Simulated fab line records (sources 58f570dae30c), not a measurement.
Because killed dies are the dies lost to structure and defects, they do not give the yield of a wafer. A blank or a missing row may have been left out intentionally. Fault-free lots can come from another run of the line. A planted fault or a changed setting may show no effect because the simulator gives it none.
Split-lot study    flow berkeley_cmos170    on a route of 331 steps: 5 lots, 23 wafers read

ON THE SPLIT
At UCB170_M2_SPUTTER_01 (material Al, target thk 900 nm, time 120 s), the setting time_s was moved away from the recipe's 120 s on 7 of the 23 wafers read, by -12.1% to +15.0%. This setting was run at the recipe's value on the other wafers.

FROM THE SPLIT TO THE READING: what the file shows between them, 5 steps
- UCB170_M2_RS_MEAS_02: measures by four-point-probe
- UCB170_M2_THK_MEAS_03: measures by xrf
- UCB170_M2_COAT_05: resist thk 900 nm (also split here: resist_thk_nm)
- UCB170_M2_SOFTBAKE_06: time 60 s
- UCB170_M2_STRIP_07: strips in O2

THE READING
oes_product_au, in a.u., at UCB170_M2_METAL_ETCH_18 (etches Al in Cl2/BCl3, stops on SiO2, target depth 1170 nm, time 195 s). Typical for fault-free wafers on this fab line: 0.853 a.u., with standard deviation 0.013 a.u.

wafer   tool, chamber at the split  time_s as run, s  against the recipe  oes_product_au, a.u.  against lot-mates on the recipe
L075.1  pvd_sputter-03, -           105.5             -12.1%              0.797                 -0.057
L075.2  pvd_sputter-03, -           105.5             -12.1%              0.801                 -0.053
L075.3  pvd_sputter-03, -           120               recipe              0.858                 -
L075.4  pvd_sputter-03, -           120               recipe              0.850                 -
L075.5  pvd_sputter-03, -           120               recipe              0.853                 -
L077.2  pvd_sputter-02, -           120               recipe              0.834                 -
L077.3  pvd_sputter-02, -           120               recipe              0.838                 -
L077.4  pvd_sputter-02, -           120               recipe              0.840                 -
L078.1  pvd_sputter-03, -           120               recipe              0.874                 -
L078.2  pvd_sputter-03, -           120               recipe              0.835                 -
L078.3  pvd_sputter-03, -           138               +15.0%              0.945                 +0.090
L078.5  pvd_sputter-03, -           138               +15.0%              0.949                 +0.094
L078.6  pvd_sputter-03, -           138               +15.0%              0.917                 +0.062
L080.1  pvd_sputter-03, -           120               recipe              0.844                 -
L080.2  pvd_sputter-03, -           120               recipe              0.837                 -
L080.3  pvd_sputter-03, -           120               recipe              0.821                 -
L080.5  pvd_sputter-03, -           106.4             -11.3%              0.776                 -0.058
L080.6  pvd_sputter-03, -           106.4             -11.3%              0.770                 -0.064
L084.1  pvd_sputter-02, -           120               recipe              0.857                 -
L084.2  pvd_sputter-02, -           120               recipe              0.851                 -
L084.3  pvd_sputter-02, -           120               recipe              0.873                 -
L084.4  pvd_sputter-02, -           120               recipe              0.888                 -
L084.6  pvd_sputter-02, -           120               recipe              0.856                 -

THE FIT
A straight line over all 23 wafers: oes_product_au changes by +0.00563 a.u. for each +1% of time_s; r = +0.93; the points scatter about the line by 0.017 a.u.
The same after taking each lot's own level away (the mean of its wafers on the recipe; 23 wafers): +0.00524 a.u. for each +1%; r = +0.96; scatter 0.012 a.u.
Per that fit: largest time_s move, reading shift of 0.079 a.u.
The span of the lots' own levels, 0.8340 to 0.8650 a.u., comes to 2.4 times the standard deviation stated above.
The two slopes agree, so the slope changes little with the lot-to-lot level.
Check: +0.0766 a.u. against its lot-mates is what the line predicts for one of the wafers moved furthest among these (+15.0%) when that wafer is left out of the fit. It came out at +0.0905 a.u. against them.

THE OTHER SPLITS THESE WAFERS WENT THROUGH
Before the reading, these wafers also passed through other splits. Each is held against what the fit with the lots' levels taken away leaves over:
other split on the same wafers    wafers away from the commonest value  r with oes_product_au (lot level and that fit taken away)
UCB170_BACKSIDE_STRIP_03 power_w  7                                     -0.02
UCB170_SDANNEAL_RTA_01 time_s     7                                     -0.14
UCB170_CONTACT_EXPOSE_12 dose_mj  9                                     -0.22
UCB170_M1_EXPOSE_06 dose_mj       6                                     +0.32
UCB170_M2_COAT_05 resist_thk_nm   5                                     +0.24

THE WHOLE CHAIN: every reading that the file lists as answering this split, in the file's order
step                     what it does                                                            reading                                                                      change (the file's fit)                    r (the file's)
UCB170_M2_SPUTTER_01     material Al, target thk 900 nm, time 120 s                              Al_of_M2_SPUTTER_01.thk_nm (the simulator's own value, which no gauge read)  +9.04 nm for each +1% of the setting       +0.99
UCB170_M2_RS_MEAS_02     measures by four-point-probe                                            M2_AL_RS                                                                     -0.000333 for each +1% of the setting      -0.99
UCB170_M2_THK_MEAS_03    measures by xrf                                                         M2_AL_THK                                                                    +8.86 for each +1% of the setting          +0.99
UCB170_M2_METAL_ETCH_18  etches Al in Cl2/BCl3, stops on SiO2, target depth 1170 nm, time 195 s  oes_product_au                                                               +0.00519 a.u. for each +1% of the setting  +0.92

THE FILE'S OWN FIT
oes_product_au changes by +0.00519 a.u. for each +1% of time_s, r = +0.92.
